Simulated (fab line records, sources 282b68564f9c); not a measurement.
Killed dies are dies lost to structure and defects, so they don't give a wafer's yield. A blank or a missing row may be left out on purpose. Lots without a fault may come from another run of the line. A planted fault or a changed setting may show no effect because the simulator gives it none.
Split-lot experiment | flow rit_cmos | 5 lots, 23 wafers read, on a route of 202 steps

THE SPLIT
At RIT_GATE_CVD_08 (deposits poly-Si from SiH4, target thk 250 nm, time 2220 s), the setting time_s was moved away from the recipe's 2220 s on 20 of the 23 wafers read, by -10.1% to +14.2%. The other wafers ran this setting at the recipe's value.

The file shows no step between the split and the reading.

THE READING
GATE_POLY_THK, in nm, at RIT_GATE_THK_MEAS_09. Fault-free wafers of this fab line usually give 251.3 nm, standard deviation 2.5 nm.

wafer  | tool, chamber at the split | time_s as run, s | against the recipe | GATE_POLY_THK, nm | against lot-mates on the recipe
L075.2 | lpcvd-01, 1                | 2220             | recipe             | 253.3             | -
L075.3 | lpcvd-01, 1                | 2220             | recipe             | 253.4             | -
L075.6 | lpcvd-01, 1                | 2220             | recipe             | 253.1             | -
L078.2 | -, -                       | 2536             | +14.2%             | 288.1             | no lot-mate on the recipe
L078.3 | -, -                       | 2536             | +14.2%             | 285.2             | no lot-mate on the recipe
L078.4 | -, -                       | 2536             | +14.2%             | 286.9             | no lot-mate on the recipe
L078.5 | -, -                       | 2536             | +14.2%             | 286.4             | no lot-mate on the recipe
L078.6 | -, -                       | 2536             | +14.2%             | 288.2             | no lot-mate on the recipe
L079.1 | -, -                       | 1996             | -10.1%             | 220.3             | no lot-mate on the recipe
L079.2 | -, -                       | 1996             | -10.1%             | 219.5             | no lot-mate on the recipe
L079.3 | -, -                       | 1996             | -10.1%             | 220.2             | no lot-mate on the recipe
L079.5 | -, -                       | 1996             | -10.1%             | 221.3             | no lot-mate on the recipe
L079.6 | -, -                       | 1996             | -10.1%             | 220.1             | no lot-mate on the recipe
L081.2 | -, -                       | 2088             | -5.9%              | 234.8             | no lot-mate on the recipe
L081.3 | -, -                       | 2088             | -5.9%              | 235.1             | no lot-mate on the recipe
L081.4 | -, -                       | 2088             | -5.9%              | 236.1             | no lot-mate on the recipe
L081.5 | -, -                       | 2088             | -5.9%              | 237.4             | no lot-mate on the recipe
L081.6 | -, -                       | 2088             | -5.9%              | 236.1             | no lot-mate on the recipe
L082.2 | -, -                       | 2398             | +8.0%              | 270.1             | no lot-mate on the recipe
L082.3 | -, -                       | 2398             | +8.0%              | 271.4             | no lot-mate on the recipe
L082.4 | -, -                       | 2398             | +8.0%              | 274.1             | no lot-mate on the recipe
L082.5 | -, -                       | 2398             | +8.0%              | 273.5             | no lot-mate on the recipe
L082.6 | -, -                       | 2398             | +8.0%              | 271.6             | no lot-mate on the recipe

THE FIT
A straight line over all 23 wafers: GATE_POLY_THK changes by +2.69 nm for each +1% of time_s; r = +1.00; the points scatter about the line by 2.4 nm.
Too few moved wafers have a lot-mate on the recipe to fit a line with each lot's own level taken away.

THE WHOLE CHAIN: every reading that the file lists as answering this split, in the file's order
step                 | what it does                                                                    | reading                                                                        | change (the file's fit)              | r (the file's)
RIT_GATE_CVD_08      | deposits poly-Si from SiH4, target thk 250 nm, time 2220 s                      | poly-Si_of_GATE_CVD_08.thk_nm (the simulator's own value, which no gauge read) | +2.69 nm for each +1% of the setting | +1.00
RIT_GATE_THK_MEAS_09 |                                                                                 | GATE_POLY_THK                                                                  | +2.69 for each +1% of the setting    | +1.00
RIT_GATE_ETCH_19     | etches poly-Si in SF6/CHF3/O2, stops on SiO2, time 165 s, target depth 312.5 nm | GATE.feature_depth_nm (the simulator's own value, which no gauge read)         | +2.69 nm for each +1% of the setting | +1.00
RIT_GATE_ETCH_19     | etches poly-Si in SF6/CHF3/O2, stops on SiO2, time 165 s, target depth 312.5 nm | etch.depth_nm (the simulator's own value, which no gauge read)                 | +2.69 nm for each +1% of the setting | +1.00

THE FILE'S OWN FIT
GATE_POLY_THK changes by +2.69 nm for each +1% of time_s, r = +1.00.
